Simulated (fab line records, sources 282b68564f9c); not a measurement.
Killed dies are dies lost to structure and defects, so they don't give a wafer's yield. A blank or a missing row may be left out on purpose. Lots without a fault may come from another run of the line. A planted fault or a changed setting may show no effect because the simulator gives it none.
Which tool did it? | flow rit_cmos | 13 lots, 39 wafers sampled, at 2 steps of a route of 202

WHAT THE GAUGES READ, wafer by wafer
The record holds no reading of a measuring or inspecting step that can be judged against a usual standard deviation.

WHICH TOOL RAN EACH LOT (tool, then ch and the chambers of the sampled wafers, then the start)
lot  | RIT_M1_ANNEAL_15             | RIT_M1_PROBE_99
L182 | furnace-02 ch 0, day 3 16:31 | prober-02, day 3 18:14
L183 | furnace-02 ch 0, day 3 21:11 | prober-01, day 3 22:48
L184 | furnace-02 ch 0, day 4 00:42 | prober-02, day 4 02:22
L185 | furnace-02 ch 0, day 4 08:43 | prober-01, day 4 10:23
L186 | furnace-02 ch 0, day 4 11:56 | prober-02, day 4 13:33
L187 | furnace-02 ch 0, day 4 15:48 | prober-01, day 4 17:31
L189 | furnace-02 ch 0, day 4 23:37 | prober-02, day 5 01:14
L188 | furnace-02 ch 0, day 5 01:21 | prober-01, day 5 02:58
L190 | furnace-02 ch 0, day 5 04:33 | prober-02, day 5 06:13
L191 | furnace-02 ch 0, day 5 17:46 | prober-01, day 5 19:23
L192 | furnace-02 ch 0, day 5 19:16 | prober-02, day 5 20:59
L193 | furnace-02 ch 0, day 5 21:43 | prober-01, day 5 23:20
L194 | furnace-02 ch 0, day 6 05:28 | prober-01, day 6 07:08
- RIT_M1_ANNEAL_15: time 1839 s.
- RIT_M1_PROBE_99

WHAT THE TOOLS THEMSELVES READ (means of the sampled wafers that have a number; where no wafer has one, the mark that the record gives instead)
RIT_M1_ANNEAL_15.
lot  | tool       | spike_tc_centre_C (C) | spike_tc_load_C (C) | spike_tc_source_C (C) | tube_center_temp_C (C) | tube_center_temp_C_max | zone_power_centre_pct (%) | zone_power_load_pct (%) | zone_power_source_pct (%)
L182 | furnace-02 | 453.9                 | 468.4               | 464.8                 | 449.99                 | 451.00                 | 18.27                     | 6.65                    | 6.79
L183 | furnace-02 | 452.8                 | 469.1               | 465.3                 | 450.01                 | 451.07                 | 18.48                     | 6.50                    | 6.81
L184 | furnace-02 | 454.1                 | 468.4               | 465.4                 | 450.03                 | 451.29                 | 18.54                     | 6.63                    | 6.78
L185 | furnace-02 | 454.2                 | 467.4               | 466.1                 | 449.99                 | 451.10                 | 18.33                     | 6.61                    | 6.80
L186 | furnace-02 | 453.6                 | 468.4               | 465.7                 | 450.00                 | 451.13                 | 18.30                     | 6.62                    | 6.84
L187 | furnace-02 | 453.2                 | 468.8               | 465.4                 | 449.98                 | 451.07                 | 18.45                     | 6.54                    | 6.72
L189 | furnace-02 | 453.6                 | 469.3               | 465.4                 | 450.02                 | 451.13                 | 18.30                     | 6.64                    | 6.76
L188 | furnace-02 | 453.0                 | 468.7               | 466.5                 | 450.00                 | 451.06                 | 18.34                     | 6.64                    | 6.74
L190 | furnace-02 | 452.4                 | 469.0               | 464.6                 | 450.02                 | 451.18                 | 18.39                     | 6.63                    | 6.70
L191 | furnace-02 | 487.8                 | 504.9               | 501.5                 | 485.21                 | 486.19                 | 20.25                     | 7.54                    | 7.67
L192 | furnace-02 | 486.7                 | 504.2               | 500.9                 | 485.14                 | 486.48                 | 19.92                     | 7.48                    | 7.58
L193 | furnace-02 | 488.0                 | 504.6               | 500.7                 | 485.17                 | 486.48                 | 20.09                     | 7.48                    | 7.64
L194 | furnace-02 | 488.8                 | 505.3               | 501.5                 | 485.13                 | 486.27                 | 20.04                     | 7.45                    | 7.70

RIT_M1_PROBE_99.
lot  | tool      | defect_limited_yield (%) | killed_at_contacts | killed_at_front_end | killed_dies | killed_open | killed_short
L182 | prober-02 | 97.7                     | 0.0                | 6.0                 | 6.0         | 2.7         | 3.3
L183 | prober-01 | 97.6                     | 0.0                | 6.3                 | 6.3         | 2.7         | 3.7
L184 | prober-02 | 97.7                     | 0.3                | 5.7                 | 6.0         | 3.7         | 2.3
L185 | prober-01 | 96.7                     | 0.0                | 8.7                 | 8.7         | 3.7         | 5.0
L186 | prober-02 | 98.6                     | 0.0                | 3.7                 | 3.7         | 2.7         | 1.0
L187 | prober-01 | 96.2                     | 0.3                | 9.7                 | 10.0        | 4.3         | 5.7
L189 | prober-02 | 96.4                     | 0.0                | 9.3                 | 9.3         | 4.3         | 5.0
L188 | prober-01 | 98.2                     | 0.0                | 4.7                 | 4.7         | 2.3         | 2.3
L190 | prober-02 | 98.2                     | 0.0                | 4.7                 | 4.7         | 1.7         | 3.0
L191 | prober-01 | 97.2                     | 0.3                | 7.0                 | 7.3         | 4.7         | 2.7
L192 | prober-02 | 96.3                     | 0.0                | 9.7                 | 9.7         | 5.0         | 4.7
L193 | prober-01 | 98.1                     | 0.0                | 5.0                 | 5.0         | 1.7         | 3.3
L194 | prober-01 | 95.7                     | 0.0                | 11.3                | 11.3        | 5.3         | 6.0

THE ANSWER, worked out from the rows above alone
Rule: what is usual is taken from the lots themselves. Put in order of their means at a reading, lots are off if they are a third of the lots or fewer, leave a main group of 4 or more, and stand apart from it by a gap of 3 or more times the standard deviation of the main group's means; of several such gaps the widest counts. A main group whose means are all the same, to the digits that the tables above print for the reading, isn't used. A lot without any number at a reading at which 4 lots or more have one is off too. The other lots that the step has rows for count as sound. The gauges are gone through in route order, then the tools' own readings, and for those a lot's mean is taken as printed above. The first step at which some lot is off is used, and at that step the reading that is off furthest; a lot without a number counts as furthest.
Off: L191, L192, L193, L194, at RIT_M1_ANNEAL_15 (tube_center_temp_C). The main group: mean 450.00 C, standard deviation 0.016.
A tool fits if, at that step or a process step before it, it ran every lot that is off, and no sound lot after the first of them. One fits: furnace-02 at RIT_M1_ANNEAL_15. Its last sound lot is L190 (day 5 04:33), its first lot that is off L191 (day 5 17:46): a fault that began between those two fits.
The tool's own readings at RIT_M1_ANNEAL_15 bear it out: on the lots that are off they differ by more than 5 times the standard deviation of the sound lots' means. spike_tc_centre_C reads 487.8 C there against 453.4 C on the sound lots; spike_tc_load_C reads 504.8 C there against 468.6 C on the sound lots; spike_tc_source_C reads 501.1 C there against 465.5 C on the sound lots; tube_center_temp_C reads 485.16 C there against 450.00 C on the sound lots; tube_center_temp_C_max reads 486.36 there against 451.11 on the sound lots; zone_power_centre_pct reads 20.07 % there against 18.38 % on the sound lots; zone_power_load_pct reads 7.49 % there against 6.61 % on the sound lots; zone_power_source_pct reads 7.65 % there against 6.77 % on the sound lots.

WHAT THE SIMULATOR HAD PUT IN
Process parameter drift: furnace-02, from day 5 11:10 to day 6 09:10, at RIT_M1_ANNEAL_15. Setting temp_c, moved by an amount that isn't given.
Lots struck among those shown: L191, L192, L193, L194. The rule above found the same.
